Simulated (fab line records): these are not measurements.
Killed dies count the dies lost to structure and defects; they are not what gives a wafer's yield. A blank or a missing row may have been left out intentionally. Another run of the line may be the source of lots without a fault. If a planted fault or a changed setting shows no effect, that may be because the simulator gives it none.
Comparing a struck lot with a sound one + flow rit cmos + 30 out of 202 route steps
Sound: these wafers, L278.1, L278.2, L278.5. Wafers L290.3, L290.4, L290.5 were the ones struck. The cause comes at the end.
At each step with rows: each side's tool, then ch and its chambers, then its first start. Under that, the readings that differ: sound wafers + struck wafers + difference of the means + sigmas: that difference in standard deviations of wafers without a fault.
alike: words and numbers the same on both sides, and readings whose means are apart by under 2 such deviations; not compared: readings that were withheld, readings missing a value for some wafer, numbers with overlapping values and no deviation given by the record, and bounds like >300 which may hide the same value.
A row with sigmas, a row that says differs or no value, or rows on one side alone: a step with any of these is where the two part. Non-overlapping numbers with no deviation appear without sigmas and do not part them. A reading missing from all wafers of one side parts the sides only when that side holds two or more wafers.

RIT_FOX2_THK_MEAS_01:
  sound: film metro-01 at day 3 00:44; struck: film metro-01 at day 5 18:19
  alike: FOX2_OXIDE_THK
then, 2 steps without rows for these wafers: RIT_FOX2_CLEAN_02 (cleans in dHF, time 180 s); RIT_FOX2_WET_ETCH_03 (etches Si3N4 in H3PO4, target depth 195 nm, time 2700 s).
RIT_FOX2_THK_MEAS_90:
  sound: film metro-01 at day 3 01:41; struck: film metro-02 at day 5 19:11
  alike: FIELD_OXIDE_LEFT_1_THK
then, 6 steps without rows for these wafers: RIT_NWELL_HMDS_00 (prime time 60 s); RIT_NWELL_COAT_01 (resist thk 1300 nm); RIT_NWELL_SOFTBAKE_02 (time 60 s); RIT_NWELL_EXPOSE_03 (exposes mask M2, target cd 43900 nm); RIT_NWELL_PEB_04; RIT_NWELL_DEVELOP_05 (develop time 68 s).
RIT_NWELL_OVL_MEAS_06:
  sound: overlay-02 at day 3 02:37; struck: overlay-01 at day 5 20:11
| reading        | sound       | struck         | difference | sigmas |
|----------------|-------------|----------------|------------|--------|
| NWELL_OVL (nm) | 1.4 3.2 0.9 | -1.2 -2.0 -2.4 | -3.7       | -3     |
then, 1 step without rows for these wafers: RIT_NWELL_HARDBAKE_07 (time 120 s).
RIT_NWELL_IMPLANT_08:
  sound on implanter-03 ch 0, day 3 02:54; struck on implanter-01 ch 0, day 5 20:31
| reading                   | sound                | struck               | difference | sigmas      |
|---------------------------|----------------------|----------------------|------------|-------------|
| beam energy keV           | 170.06 170.10 170.02 | 214.18 214.16 214.17 | +44.11     | +99 or more |
| model.implant.rp nm (nm)  | 209.7 209.7 209.7    | 263.4 263.4 263.4    | +53.7      |             |
| model.implant.drp nm (nm) | 68.82 68.82 68.82    | 81.3 81.3 81.3       | +12.5      |             |
RIT_NWELL_STRIP_09: strips in O2, time 180 s.
  sound on plasma asher-04 ch 0,1, day 3 03:03; struck on plasma asher-01 ch 0,1, day 5 20:40
  alike: drypump motor current A
  not compared: rf hours counter h
RIT_NWELL_TW_MEAS_10:
  sound: film metro-02 at day 3 03:14; struck: film metro-02 at day 5 20:49
| reading  | sound          | struck         | difference | sigmas |
|----------|----------------|----------------|------------|--------|
| NWELL_TW | 2154 2159 2168 | 2255 2258 2266 | +99        | +6     |
then, 6 steps without rows for these wafers: RIT_PWELL_HMDS_00 (prime time 60 s); RIT_PWELL_COAT_01 (resist thk 1300 nm); RIT_PWELL_SOFTBAKE_02 (time 60 s); RIT_PWELL_EXPOSE_03 (exposes mask M3, target cd 43700 nm); RIT_PWELL_PEB_04; RIT_PWELL_DEVELOP_05 (develop time 68 s).
RIT_PWELL_OVL_MEAS_06:
  sound: overlay-02 at day 3 04:21; struck: overlay-02 at day 5 21:44
  alike: PWELL_OVL
then, 2 steps without rows for these wafers: RIT_PWELL_HARDBAKE_07 (time 120 s); RIT_PWELL_IMPLANT_08.
RIT_PWELL_STRIP_09: strips in O2, time 180 s.
  sound on plasma asher-04 ch 0,1, day 3 04:47; struck on plasma asher-03 ch 0,1, day 5 22:13
  alike: drypump motor current A
  not compared: rf hours counter h
RIT_PWELL_TW_MEAS_10:
  sound: film metro-02 at day 3 04:58; struck: film metro-03 at day 5 22:22
  alike: PWELL_TW
then, 1 step without rows for these wafers: RIT_WELLDRIVE_ANNEAL_00 (time 14700 s).
RIT_WELLDRIVE_RS_MEAS_01: measurement is done with a four-point probe.
  sound: film metro-01 at day 3 10:26; struck: film metro-01 at day 6 03:31
| reading           | sound             | struck            | difference | sigmas |
|-------------------|-------------------|-------------------|------------|--------|
| NWELL_RS (ohm/sq) | 278.8 277.8 279.1 | 275.8 275.7 275.5 | -2.9       | -4     |
RIT_WELLDRIVE_RS_MEAS_02: measurement is done with a four-point probe.
  sound: film metro-01 at day 3 10:33; struck: film metro-01 at day 6 03:38
  alike: PWELL_RS
RIT_M1_PROBE_99:
  sound: prober-02 at day 4 17:06; struck: prober-02 at day 7 08:40
| reading                                        | sound                | struck               | difference | sigmas |
|------------------------------------------------|----------------------|----------------------|------------|--------|
| model.etest.field p metal.vt v (V)             | -29.07 -28.52 -28.61 | -39.79 -38.33 -39.09 | -10.34     |        |
| model.etest.nwell pinched.rs ohm sq            | 338.5 345.9 347.9    | 331.2 337.2 330.4    | -11.2      |        |
| model.etest.field p.vt v (V)                   | -12.56 -12.6 -12.52  | -17.71 -17.41 -17.51 | -4.98      |        |
| model.etest.iso nwell nwell.bv v (V)           | 22.39 22 22.56       | 20.41 20.72 20.92    | -1.63      |        |
| model.etest.iso pplus pwell.lateral log10 a um | -9.265 -9.199 -9.225 | -9.418 -9.404 -9.424 | -0.186     |        |
| model.etest.iso nwell nwell.lateral log10 a um | -7.373 -7.4 -7.394   | -7.306 -7.34 -7.292  | +0.076     |        |
  alike: killed_at_M0_to_M3, killed at front end, killed dies, killed open, killed short
  not compared: model.etest.well edge right.line ohm um, model.etest.well edge left.line ohm um

== WHERE THEY PART ==
Earliest at RIT_NWELL_OVL_MEAS_06; latest, in this record, at RIT_WELLDRIVE_RS_MEAS_01. Later steps at which nothing parts them and some readings are alike: RIT_WELLDRIVE_RS_MEAS_02, RIT_M1_PROBE_99.

WHY: what the simulator had put in
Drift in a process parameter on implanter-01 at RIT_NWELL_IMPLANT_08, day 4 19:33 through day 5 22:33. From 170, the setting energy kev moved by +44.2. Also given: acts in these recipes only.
